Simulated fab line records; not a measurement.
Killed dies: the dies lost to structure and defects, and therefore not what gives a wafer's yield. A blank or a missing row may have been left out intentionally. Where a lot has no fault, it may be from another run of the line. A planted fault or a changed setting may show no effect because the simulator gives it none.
Comparing a struck lot with a sound one | flow rit cmos | 15 out of 202 route steps
Sound: the wafers L916.1, L916.3, L916.4. Struck: wafers L923.3, L923.5, L923.6. Last of all comes the cause.
Order at every step that has rows: each side's tool, ch and its chambers, its first start. Under that, the readings that differ: sound wafers | struck wafers | difference of the means | sigmas: that difference in standard deviations of wafers without a fault.
alike: readings whose means differ by less than 2 such deviations, and words and numbers that are the same on both sides. not compared: withheld readings, readings that some wafer has no value for, bounds like >300 that may hide the same value, and numbers for which the record gives no deviation and whose values overlap.
A row with sigmas, a row that says differs or no value, or rows on one side alone: a step with any of these is where the two part. When numbers do not overlap yet have no deviation, they are printed without sigmas and do not part them. Lack of a reading on every wafer of one side parts them only where that side has two or more wafers.

RIT_ACTIVE_THK_MEAS_02:
  sound on film metro-04, day 3 19:03; struck on film metro-02, day 5 06:58
  alike: ACTIVE_OXIDE_THK
then, 1 step without rows for these wafers: RIT_ACTIVE_CVD_03 (deposits Si3N4 from SiH2Cl2/NH3, target thk 150 nm, time 1500 s).
RIT_ACTIVE_THK_MEAS_04:
  sound on film metro-01, day 3 20:32; struck on film metro-04, day 5 08:26
  alike: ACTIVE_NITRIDE_THK
then, 6 steps without rows for these wafers: RIT_ACTIVE_HMDS_05 (prime time 57.66 s); RIT_ACTIVE_COAT_06 (resist thk 1000 nm); RIT_ACTIVE_SOFTBAKE_07 (time 60 s); RIT_ACTIVE_EXPOSE_08 (exposes mask M1, target cd 1400 nm); RIT_ACTIVE_PEB_09; RIT_ACTIVE_DEVELOP_10 (develop time 50 s).
RIT_ACTIVE_CD_MEAS_11: the cd target is 1400 nm.
  sound on cd sem-01, day 3 21:26; struck on cd sem-01, day 5 09:27
  alike: cd nm
then, 1 step without rows for these wafers: RIT_ACTIVE_HARDBAKE_12 (time 60 s).
RIT_ACTIVE_ETCH_13: etches Si3N4 in SF6, stops on SiO2, time 210 s, target depth 210 nm.
  sound on rie diel-01 ch 0,1,2, day 3 21:43; struck on rie diel-04 ch 0,1,3, day 5 09:41
  alike: SF6_flow_sccm, drypump motor current A, oes product au, throttle valve pct
  not compared: rf hours counter h
RIT_ACTIVE_STRIP_14: strips in O2, time 180 s.
  sound on plasma asher-01 ch 0,1, day 3 21:50; struck on plasma asher-01 ch 0,1, day 5 09:52
  no value came back on the struck wafers for chamber pressure mTorr (mTorr), drypump motor current A (A); on the sound wafers chamber pressure mTorr (mTorr) reads 3995 4006 3999
  reading                                     | sound | struck          | difference | sigmas
  model.NOVOLAK_of_ACTIVE_COAT_06.thk nm (nm) | 0 0 0 | 646 649.8 638.5 | +645       |
  not compared: rf hours counter h
RIT_ACTIVE_CD_MEAS_90: the cd target is 1400 nm.
  sound on cd sem-02, day 3 22:01; struck on cd sem-02, day 5 10:02
  alike: cd nm
-- the record jumps here: 2 days lie between the struck wafers' starts before and after (it left off in module ACTIVE and takes up again in module M1, whose first step shown is number 202 of the route) --
RIT_M1_PROBE_99:
  sound on prober-01, day 6 03:22; struck on prober-02, day 7 21:14
  reading             | sound  | struck      | difference | sigmas
  killed at front end | 12 9 9 | 264 264 264 | +254       | +91
  killed dies         | 12 9 9 | 264 264 264 | +254       | +91
  killed on rim       | 3 2 4  | 70 70 70    | +67        | +48
  alike: killed open, killed short

== WHERE THEY PART ==
First at RIT_ACTIVE_STRIP_14; last, within this record, at RIT_M1_PROBE_99.

WHY: what had been put in by the simulator
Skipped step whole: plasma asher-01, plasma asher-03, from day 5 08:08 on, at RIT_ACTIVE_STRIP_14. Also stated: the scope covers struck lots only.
